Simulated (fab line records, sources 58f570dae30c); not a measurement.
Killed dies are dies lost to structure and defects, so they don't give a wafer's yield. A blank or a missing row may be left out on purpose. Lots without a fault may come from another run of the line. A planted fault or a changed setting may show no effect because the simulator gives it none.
fab line records | flow berkeley_cmos170
record lots=15 wafers=45 last_day=12
route steps=331 shown SCREENOX@102 GATE@127 NSD@193 CONTACT@222
lots that met no fault: from a run of the same line without faults
start_h: hours from the record's first day to the start of the lot's first wafer shown | wait_h: hours since the lot's step before | " the same as in the row above | L1.1+2: a row that stands for several wafers | - no value, or no start given | * or withheld: withheld | < > ~ a bound
route shown NAME@n: a module of which the file shows steps, and the number in the route of the first | usual: mean/standard deviation of fault-free wafers | same: alike in all rows | chamber/n: place in a boat | sites: the reading at each site | _std_site: their standard deviation | _edge_site: outer sites' mean less inner sites' | radius_mm: how far each site lies from the wafer's centre | mask NAME#n: copy n | behind: the tool/chamber that last shaped the wafer | hold: why the lot was held/for how many hours/how that ended | device: the transistor (n, p or np) that didn't switch | end of line: the same wafers' tests at the end of the route | a step without rows: its recipe alone | killed: dies lost to structure and defects at the first sort, not the wafer's yield | map: a wafer's dies, x killed, . not, _ none there
set.NAME: the setting as run; set.NAME@STEP: as run at that earlier step | model.NAME: the simulator's own value behind a step, which no gauge read
steps of the route over a sample of lots; a table a step, a row a wafer
services: from which hour (start_h, from the record's first day; less than 0 if before it) a tool's chamber was out of use, for how many hours, and why
## steps
# step UCB170_SCREENOX_THK_MEAS_02
# recipe reads=SiO2_of_SCREENOX_OXIDATION_01
# usual SCREENOX_OXIDE_THK=14.33/0.27
# columns lot.wafer tool chamber start_h wait_h SCREENOX_OXIDE_THK[nm]
L127.1 film_metro-02 - 98.70 0.0 14.48
L127.2 " - " " 14.26
L127.5 " - " " 14.33
L129.2 film_metro-02 - 118.88 0.0 14.04
L129.4 " - " " 14.14
L129.6 " - " " 14.16
L130.2 film_metro-01 - 128.96 0.0 14.65
L130.4 " - " " 14.59
L130.5 " - " " 14.54
L131.3 film_metro-02 - 128.97 0.0 14.91
L131.5 " - " " 14.77
L131.6 " - " " 14.90
L133.1 film_metro-02 - 150.31 0.0 14.26
L133.3 " - " " 14.03
L133.5 " - " " 13.98
L135.3 film_metro-03 - 155.01 0.0 14.13
L135.4 " - " " 14.53
L135.5 " - " " 14.09
L136.3 film_metro-01 - 161.21 0.0 14.28
L136.4 " - " " 14.25
L136.6 " - " " 13.94
L139.1 film_metro-03 - 168.25 0.0 14.08
L139.4 " - " " 14.44
L139.5 " - " " 14.23
L140.2 film_metro-02 - 175.21 0.0 14.33
L140.3 " - " " 14.28
L140.5 " - " " 14.28
L141.1 film_metro-02 - 186.42 0.0 14.55
L141.2 " - " " 14.28
L141.5 " - " " 14.33
L142.2 film_metro-01 - 186.43 0.0 14.42
L142.3 " - " " 14.78
L142.5 " - " " 14.43
L143.1 film_metro-02 - 192.83 0.0 13.86
L143.2 " - " " 14.02
L143.4 " - " " 14.02
L145.2 film_metro-01 - 192.84 0.0 14.57
L145.5 " - " " 14.50
L145.6 " - " " 14.31
L144.3 film_metro-03 - 192.91 0.0 14.27
L144.4 " - " " 14.25
L144.5 " - " " 14.19
L149.1 film_metro-02 - 229.02 0.0 14.46
L149.2 " - " " 14.57
L149.4 " - " " 14.48
# step UCB170_GATE_OXIDATION_01
# recipe temp_c=850 ambient=O2 target_thk_a=66 ox_time_s=1800
# usual ox_temp_c=850.0/0.38 ox_temp_c_max=853.5/1 zone_power_load_pct=23.7/2.4
# columns lot.wafer tool chamber start_h wait_h ox_temp_c ox_temp_c_max zone_power_load_pct
L127.1 furnace-04 0 109.35 3.3 849.8 852.5 21.9
L127.2 " 0 " " 850.3 853.6 21.8
L127.5 " 0 " " 850.1 852.7 21.9
L129.2 furnace-04 0 129.90 2.2 850.1 854.0 21.9
L129.4 " 0 " " 850.2 853.6 21.9
L129.6 " 0 " " 850.2 853.3 22.2
L130.2 furnace-01 0 139.51 3.3 849.7 852.6 25.7
L130.4 " 0 " " 849.7 852.4 26.2
L130.5 " 0 " " 849.8 852.5 26.7
L131.3 furnace-01 0 139.51 3.5 849.7 852.5 27.0
L131.5 " 0 " " 850.0 853.4 26.8
L131.6 " 0 " " 850.4 852.9 26.8
L133.1 furnace-04 - 162.66 2.9 - - -
L133.3 " - " " - - -
L133.5 " - " " - - -
L135.3 furnace-04 - 162.66 0.6 - - -
L135.4 " - " " - - -
L135.5 " - " " - - -
L136.3 furnace-01 - 173.30 3.6 - - -
L136.4 " - " " - - -
L136.6 " - " " - - -
L139.1 furnace-04 0 178.86 2.6 850.3 853.4 22.3
L139.4 " 0 " " 849.5 852.5 22.5
L139.5 " 0 " " 850.2 854.7 21.7
L140.2 furnace-01 0 192.83 1.3 850.2 853.6 26.8
L140.3 " 0 " " 850.1 852.8 26.9
L140.5 " 0 " " 850.3 852.5 26.8
L141.1 furnace-01 0 192.83 0.8 849.8 853.0 26.7
L141.2 " 0 " " 849.6 853.0 26.4
L141.5 " 0 " " 850.0 852.5 27.1
L142.2 furnace-01 0 192.83 0.6 850.2 852.6 26.8
L142.3 " 0 " " 849.6 853.5 26.7
L142.5 " 0 " " 850.1 853.0 27.3
L143.1 furnace-04 0 203.94 0.1 849.7 852.7 22.1
L143.2 " 0 " " 849.9 852.7 22.5
L143.4 " 0 " " 849.7 853.1 22.0
L144.3 furnace-04 0 203.94 0.0 850.0 853.4 21.7
L144.4 " 0 " " 850.7 853.8 22.2
L144.5 " 0 " " 850.1 852.7 22.1
L145.2 furnace-04 0 203.94 0.0 850.2 853.1 22.1
L145.5 " 0 " " 850.1 854.0 21.9
L145.6 " 0 " " 850.2 853.5 22.0
L149.1 furnace-01 0 240.11 3.4 849.3 852.5 26.6
L149.2 " 0 " " 849.7 852.5 27.0
L149.4 " 0 " " 849.4 852.6 27.5
# step UCB170_NSD_CD_MEAS_06
# recipe target_cd_nm=1200
# usual cd_nm=1199.7/1.4
# columns lot.wafer tool chamber start_h wait_h cd_nm
L127.1 cd_sem-01 - 132.17 - 1200.5
L127.2 " - " " 1202.8
L127.5 " - " " 1202.2
L129.2 cd_sem-02 - 156.57 - 1198.4
L129.4 " - " " 1199.5
L129.6 " - " " 1199.0
L131.3 cd_sem-02 - 162.35 - 1200.8
L131.5 " - " " 1199.5
L131.6 " - " " 1199.3
L130.2 cd_sem-01 - 162.58 - 1200.9
L130.4 " - " " 1199.3
L130.5 " - " " 1199.1
L139.1 cd_sem-01 - 202.15 - 1199.7
L139.4 " - " " 1200.9
L139.5 " - " " 1199.2
L140.2 cd_sem-01 - 220.35 - 1198.1
L140.3 " - " " 1198.8
L140.5 " - " " 1198.3
L142.2 cd_sem-02 - 220.60 - 1199.2
L142.3 " - " " 1198.7
L142.5 " - " " 1198.8
L141.1 cd_sem-01 - 221.06 - 1199.5
L141.2 " - " " 1198.3
L141.5 " - " " 1198.6
L145.2 cd_sem-01 - 224.77 - 1199.8
L145.5 " - " " 1198.5
L145.6 " - " " 1199.1
L143.1 cd_sem-02 - 229.78 - 1200.1
L143.2 " - " " 1200.4
L143.4 " - " " 1200.4
L144.3 cd_sem-02 - 230.27 - 1198.1
L144.4 " - " " 1197.6
L144.5 " - " " 1198.0
L149.1 cd_sem-01 - 262.65 - 1198.1
L149.2 " - " " 1198.9
L149.4 " - " " 1198.2
# step UCB170_CONTACT_STRIP_06
# recipe chemistry=O2 power_w=400 pressure_mtorr=3500 platen_temp_c=withheld o2_flow_sccm=400 overash_fraction=0.5
# usual chamber_pressure_mTorr=3500/3.4 drypump_motor_current_A=5.9/0.66 oes_product_au=0.735/0.005 strip_time_to_endpoint_s=21.98/0.062
# columns lot.wafer tool chamber start_h wait_h chamber_pressure_mTorr drypump_motor_current_A oes_product_au rf_hours_counter_h strip_time_to_endpoint_s
L127.1 plasma_asher-01 1 137.60 0.1 3506 4.7 0.734 37 22.16
L127.2 " 0 " " 3504 5.9 0.734 37 22.12
L127.5 " 1 " " 3496 4.7 0.733 - 22.09
L129.2 plasma_asher-02 0 163.10 0.1 3502 5.6 0.730 2 21.88
L129.4 " 0 " " 3503 5.6 0.733 - 22.02
L129.6 " 1 " " 3499 6.5 0.731 - 21.88
L130.2 plasma_asher-01 1 171.07 0.1 3504 4.6 0.730 40 21.93
L130.4 " 0 " " 3504 5.9 0.737 - 21.94
L130.5 " 1 " " 3496 4.7 0.728 - 21.96
L131.3 plasma_asher-01 1 171.28 0.1 3498 4.7 0.737 - 21.95
L131.5 " 1 " " 3495 4.6 0.734 - 21.92
L131.6 " 0 " " 3504 5.9 0.742 - 21.94
L139.1 plasma_asher-01 0 208.33 0.1 3501 5.9 0.737 44 21.94
L139.4 " 1 " " 3505 4.7 0.731 - 21.92
L139.5 " 1 " " 3502 4.7 0.733 - 21.90
L140.2 plasma_asher-01 0 225.56 0.1 3502 5.9 0.733 46 22.00
L140.3 " 0 " " 3502 5.9 0.730 - 21.97
L140.5 " 0 " " 3503 5.9 0.744 - 21.94
L142.2 plasma_asher-02 0 225.75 0.1 3494 5.6 0.738 9 22.01
L142.3 " 1 " " 3503 6.5 0.738 - 21.99
L142.5 " 1 " " 3502 6.4 0.736 - 22.05
L141.1 plasma_asher-02 0 227.65 0.1 3494 5.6 0.736 10 21.98
L141.2 " 1 " " 3503 6.4 0.728 10 21.99
L141.5 " 0 " " 3499 5.5 0.725 - 21.97
L145.2 plasma_asher-02 1 230.97 0.1 3503 6.4 0.743 10 21.95
L145.5 " 1 " " 3498 6.5 0.730 - 21.91
L145.6 " 0 " " 3501 5.6 0.729 - 21.97
L143.1 plasma_asher-04 1 234.67 0.1 3498 6.5 0.740 56 21.88
L143.2 " 0 " " 3498 6.6 0.728 56 21.87
L143.4 " 0 " " 3503 6.5 0.744 - 21.86
L144.3 plasma_asher-04 0 235.07 0.1 3501 6.5 0.741 - 22.02
L144.4 " 1 " " 3500 6.5 0.739 - 22.03
L144.5 " 0 " " 3497 6.5 0.730 - 22.10
L149.1 plasma_asher-01 1 268.54 0.1 3504 4.6 0.743 51 22.03
L149.2 " 0 " " 3498 5.9 0.739 51 22.01
L149.4 " 0 " " 3499 5.9 0.727 - 22.00
## services
# columns tool chamber start_h hours kind
plasma_asher-02 - 95.26 28.1 pm
furnace-01 - 114.15 3.0 pm
plasma_asher-02 - 123.36 9.0 pm
plasma_asher-02 0 123.36 9.0 vent_cycle
plasma_asher-02 1 123.36 9.0 vent_cycle
plasma_asher-02 - 132.36 2.8 pm
plasma_asher-02 0 132.36 - clean
plasma_asher-02 1 132.36 - clean
furnace-01 - 136.78 2.7 pm
plasma_asher-04 - 142.12 0.9 repair
plasma_asher-02 - 149.18 1.8 repair
plasma_asher-01 - 186.42 2.8 pm
## key
first_sign step=UCB170_GATE_OXIDATION_01 reading=tool_record direction=missing
effect none on later readings
met_at UCB170_GATE_OXIDATION_01
struck_lots L133,L135,L136
later_rows_left_out L133.1,L133.3,L133.5,L135.3,L135.4,L135.5,L136.3,L136.4,L136.6
sort_left_out L133.1,L133.3,L133.5,L135.3,L135.4,L135.5,L136.3,L136.4,L136.6
tester_left_out L133,L135,L136
not_acting_at UCB170_SCREENOX_THK_MEAS_02,UCB170_NSD_CD_MEAS_06,UCB170_CONTACT_STRIP_06
onset_between 139.51 162.66
fault kind=skipped_step_whole tool=furnace-01,furnace-04 chamber=- onset_h=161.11 steps=UCB170_GATE_OXIDATION_01 scope=struck_lots_only
# tester_left_out: of these lots the tester's yield and bins aren't shown, on N5 and GAA mostly nor the transistor test; their killed dies are dies lost to structure and defects alone, not to doping, threshold or leakage, so they don't give the yield
# sort_left_out: the simulated sort isn't trusted on such a fault, so these wafers' sort isn't shown, and their yield isn't known
# later_rows_left_out: the simulator's readings of these wafers behind a module that went badly wrong aren't trusted and aren't shown, but for the sort
